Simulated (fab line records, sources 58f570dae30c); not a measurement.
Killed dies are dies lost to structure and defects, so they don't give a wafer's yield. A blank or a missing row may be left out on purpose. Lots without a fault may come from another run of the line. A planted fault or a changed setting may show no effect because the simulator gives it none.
Which tool did it? | flow berkeley_cmos170 | 15 lots, 45 wafers sampled, at 2 steps of a route of 331

WHAT THE GAUGES READ, wafer by wafer
UCB170_FIELD_THK_MEAS_90.
lot  | measured     | on            | FIELD_OXIDE_LEFT_1_THK (nm)
L693 | day 5 17:53  | film_metro-04 | 454 459 450
L694 | day 5 17:54  | film_metro-03 | 460 465 463
L695 | day 6 08:46  | film_metro-03 | 440 442 440
L696 | day 6 08:46  | film_metro-04 | 430 423 431
L697 | day 6 16:29  | film_metro-03 | 410 413 397
L699 | day 7 09:20  | film_metro-04 | 450 452 441
L702 | day 7 17:09  | film_metro-03 | 436 445 441
L705 | day 8 17:08  | film_metro-04 | 434 444 435
L706 | day 8 17:08  | film_metro-03 | 443 431 440
L707 | day 8 17:08  | film_metro-02 | 445 450 450
L710 | day 9 04:09  | film_metro-02 | 442 452 448
L711 | day 9 12:42  | film_metro-02 | 432 426 432
L713 | day 9 23:43  | film_metro-03 | 449 451 452
L712 | day 9 23:44  | film_metro-02 | 455 447 444
L714 | day 10 08:39 | film_metro-04 | 441 445 438

UCB170_SACOX_THK_MEAS_02.
lot  | measured     | on            | SACOX_OXIDE_THK (nm)
L693 | day 6 03:21  | film_metro-01 | 14.9 15.1 14.7
L694 | day 6 03:22  | film_metro-02 | 14.6 14.6 14.6
L695 | day 6 15:45  | film_metro-03 | 13.7 13.6 13.8
L696 | day 6 15:45  | film_metro-01 | 14.0 14.1 14.0
L697 | day 6 20:01  | film_metro-03 | 13.9 13.9 13.9
L699 | day 7 16:33  | film_metro-03 | 14.5 14.6 14.9
L702 | day 7 23:32  | film_metro-02 | 14.6 14.7 14.5
L705 | day 9 01:54  | film_metro-01 | 13.7 13.5 13.9
L706 | day 9 01:56  | film_metro-03 | 14.5 14.7 14.2
L707 | day 9 01:55  | film_metro-02 | 14.0 14.3 14.1
L710 | day 9 08:35  | film_metro-01 | 14.2 14.5 14.5
L711 | day 9 19:46  | film_metro-02 | 14.3 14.7 14.6
L713 | day 10 06:34 | film_metro-03 | 14.6 14.7 14.7
L712 | day 10 06:34 | film_metro-02 | 14.5 14.5 14.4
L714 | day 10 16:26 | film_metro-01 | 14.8 14.9 14.6

WHICH TOOL RAN EACH LOT (tool, then ch and the chambers of the sampled wafers, then the start)
The record holds no process step before these readings.

WHAT THE TOOLS THEMSELVES READ (means of the sampled wafers that have a number; where no wafer has one, the mark that the record gives instead)
The record holds no such reading with a usual standard deviation.

THE ANSWER, worked out from the rows above alone
Rule: what is usual is taken from the lots themselves. Put in order of their means at a reading, lots are off if they are a third of the lots or fewer, leave a main group of 4 or more, and stand apart from it by a gap of 3 or more times the standard deviation of the main group's means; of several such gaps the widest counts. A main group whose means are all the same, to the digits that the tables above print for the reading, isn't used. A lot without any number at a reading at which 4 lots or more have one is off too. The other lots that the step has rows for count as sound. The gauges are gone through in route order, then the tools' own readings, and for those a lot's mean is taken as printed above. The first step at which some lot is off is used, and at that step the reading that is off furthest; a lot without a number counts as furthest.
No lot is off at any reading shown: from this, nothing can be told.

WHAT THE SIMULATOR HAD PUT IN
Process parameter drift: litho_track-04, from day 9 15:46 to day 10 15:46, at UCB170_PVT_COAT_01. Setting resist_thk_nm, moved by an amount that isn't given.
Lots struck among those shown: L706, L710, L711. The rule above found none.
